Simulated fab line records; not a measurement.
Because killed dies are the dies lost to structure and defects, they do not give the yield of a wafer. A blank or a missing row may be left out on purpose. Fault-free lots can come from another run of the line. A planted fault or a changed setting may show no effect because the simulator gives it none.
Problem report in the 8D (eight disciplines) form, filled by code | flow berkeleyCmos170 | the parts of the form that need people (team, actions taken, sign-off) are left out

## 1. PROBLEM STATEMENT
Wafers without a fault read 29.999, standard deviation 0.0099; beamEnergyKeV at UCB170_NLDD_IMPLANT_09 reads a mean of 30.963 on 6 wafers belonging to 2 lots. That puts it +97 standard deviations away from the usual mean.
Seen first at day 9 22:49 on implanter-03, wafer L548.2. At this step, 18 wafers from 6 lots have a number in the record. By rule, "out" or "out of limits" means more than 4 standard deviations away from the usual mean. Any other wafer with a number is counted as sound.

## 2. WHAT THIS IS AND IS NOT
question                    | is                     | is not
which readings at this step | beamEnergyKeV          | -
which lots                  | L548, L551             | L543, L553, L555, L560
which wafers of those lots  | all that have a number | -
read on which tools         | implanter-03           | implanter-01, implanter-04
when                        | from day 9 22:49       | up to then (3 sound wafers); but 9 sound wafers of L553, L555, L560 came after

## 3. THE SUSPECTS, EACH WITH WHAT RULES IT OUT
Counting: a tool at a process step up to the reading stays a suspect if it ran every lot that is out and no sound lot after the first of them.
- implanter-03 at UCB170_NLDD_IMPLANT_09: ruled out as a lasting fault. The sound lots L560 went through it after L548, its earliest lot that is out (day 9 22:49).
Left after counting: nothing in the record.

## 4. THE CAUSE (what the simulator had put in)
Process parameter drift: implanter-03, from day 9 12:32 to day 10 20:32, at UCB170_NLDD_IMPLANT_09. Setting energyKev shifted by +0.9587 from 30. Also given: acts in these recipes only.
Counting ruled it out, wrongly.

## 5. SEQUENCE OF EFFECTS, ordered by route
Each row: a reading whose mean over the struck wafers that have a number lies more than 3 standard deviations from the usual. Readings are gone through only where the record gives a usual standard deviation; hours: the median, over the lots, of the time from a lot's start at the first step in this table giving one to that lot's start at this step; sigmas: the change measured in usual standard deviations.
hours | step                   | reading       | usual  | on struck wafers | change | sigmas
0     | UCB170_NLDD_IMPLANT_09 | beamEnergyKeV | 29.999 | 30.963           | +0.964 | +97
Its process steps:
- UCB170_NLDD_IMPLANT_09

## 6. HOW IT WOULD HAVE BEEN CAUGHT EARLIER
10 hours passed between the start of the fault at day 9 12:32 and the first reading out of limits in this record, taken at day 9 22:49.
